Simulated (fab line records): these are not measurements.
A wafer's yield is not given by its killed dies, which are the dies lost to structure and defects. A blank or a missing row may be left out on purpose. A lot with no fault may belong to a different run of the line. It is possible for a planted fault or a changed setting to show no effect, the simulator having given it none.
Split-lot study	flow rit-cmos	5 lots, 23 wafers read, on a route of 202 steps

ON THE SPLIT
At RIT_ACTIVE_COAT_06 (resist thk 1000 nm), the setting resist-thk-nm was moved away from the recipe's 1000 nm on 7 of the 23 wafers read, by -5.0% to +3.9%. For the rest of the wafers, this setting stayed at what the recipe calls for.

FROM THE SPLIT TO THE READING: what the file shows between them, 3 steps
- RIT_ACTIVE_DEVELOP_10: develop time 50 s (also split here: develop-time-s)
- RIT_ACTIVE_CD_MEAS_11: target cd 1400 nm
- RIT_ACTIVE_HARDBAKE_12: time 60 s

THE READING
NOVOLAK_of_ACTIVE_COAT_06.thk-nm (the simulator's own value, which no gauge read), in nm, at RIT_ACTIVE_ETCH_13 (etches Si3N4 in SF6, stops on SiO2, time 210 s, target depth 210 nm). The file does not state a usual value for it. Across the 16 wafers here that went through the recipe, the average is 654.4 nm and the standard deviation 4.4 nm.

wafer	tool, chamber at the split	resist-thk-nm as run, nm	against the recipe	NOVOLAK_of_ACTIVE_COAT_06.thk-nm, nm	against lot-mates on the recipe
L074.2	litho-track-04, 0	1000	recipe	656	-
L074.4	litho-track-04, 0	1000	recipe	657.1	-
L074.6	litho-track-04, 0	1000	recipe	658.8	-
L078.2	litho-track-03, 0	1039	+3.9%	685.8	+35.4
L078.3	litho-track-03, 0	1000	recipe	651.7	-
L078.4	litho-track-03, 0	1039	+3.9%	682.7	+32.3
L078.5	litho-track-03, 0	1000	recipe	647.4	-
L078.6	litho-track-03, 0	1000	recipe	652.1	-
L079.1	litho-track-04, 0	957.3	-4.3%	628.7	-32.8
L079.2	litho-track-04, 0	1000	recipe	655.4	-
L079.3	litho-track-04, 0	1000	recipe	667.7	-
L079.4	litho-track-04, 0	957.3	-4.3%	623.4	-38.1
L079.5	litho-track-04, 0	957.3	-4.3%	624.4	-37.1
L080.1	litho-track-02, 0	950.1	-5.0%	615.8	-38.4
L080.2	litho-track-02, 0	1000	recipe	652.3	-
L080.3	litho-track-02, 0	1000	recipe	655.5	-
L080.5	litho-track-02, 0	950.1	-5.0%	611	-43.2
L080.6	litho-track-02, 0	1000	recipe	654.7	-
L081.2	litho-track-03, 0	1000	recipe	653.9	-
L081.3	litho-track-03, 0	1000	recipe	653.7	-
L081.4	litho-track-03, 0	1000	recipe	651	-
L081.5	litho-track-03, 0	1000	recipe	651	-
L081.6	litho-track-03, 0	1000	recipe	652.2	-

THE FIT
A straight line over all 23 wafers: NOVOLAK_of_ACTIVE_COAT_06.thk-nm changes by +7.52 nm for each +1% of resist-thk-nm; r = +0.97; the points scatter about the line by 4.3 nm.
The same after taking each lot's own level away (the mean of its wafers on the recipe; 23 wafers): +8.42 nm for each +1%; r = +0.99; scatter 2.6 nm.
On that fit, the largest move of resist-thk-nm shifts the reading by 42 nm.
The span of the lots' own levels, 650.40 to 661.55 nm, comes to 2.6 times the standard deviation stated above.
Thus the slope moves with the lot-to-lot level: the two fits are different.
Check: with one of the wafers moved furthest among these (-5.0%) left out of the fit, the line predicts -42.6 nm for it against its lot-mates. Against them it came out at -38.4 nm.

THE OTHER SPLITS THESE WAFERS WENT THROUGH
These wafers also went through other splits before the reading. Each is held against what the fit with the lots' levels taken away leaves over:
other split on the same wafers	wafers away from the commonest value	r with NOVOLAK_of_ACTIVE_COAT_06.thk-nm (lot level and that fit taken away)
RIT_ACTIVE_DEVELOP_10 develop-time-s	10	+0.00

THE WHOLE CHAIN: every reading that the file lists as answering this split, in the file's order
step	what it does	reading	change (the file's fit)	r (the file's)
RIT_ACTIVE_COAT_06	resist thk 1000 nm	NOVOLAK_of_ACTIVE_COAT_06.thk-nm (the simulator's own value, which no gauge read)	+9.71 nm for each +1% of the setting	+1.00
RIT_ACTIVE_HARDBAKE_12	time 60 s	NOVOLAK_of_ACTIVE_COAT_06.thk-nm (the simulator's own value, which no gauge read)	+8.5 nm for each +1% of the setting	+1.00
RIT_ACTIVE_ETCH_13	etches Si3N4 in SF6, stops on SiO2, time 210 s, target depth 210 nm	NOVOLAK_of_ACTIVE_COAT_06.thk-nm (the simulator's own value, which no gauge read)	+8.39 nm for each +1% of the setting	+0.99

FILE'S OWN FIT
NOVOLAK_of_ACTIVE_COAT_06.thk-nm changes by +8.39 nm for each +1% of resist-thk-nm, r = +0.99.
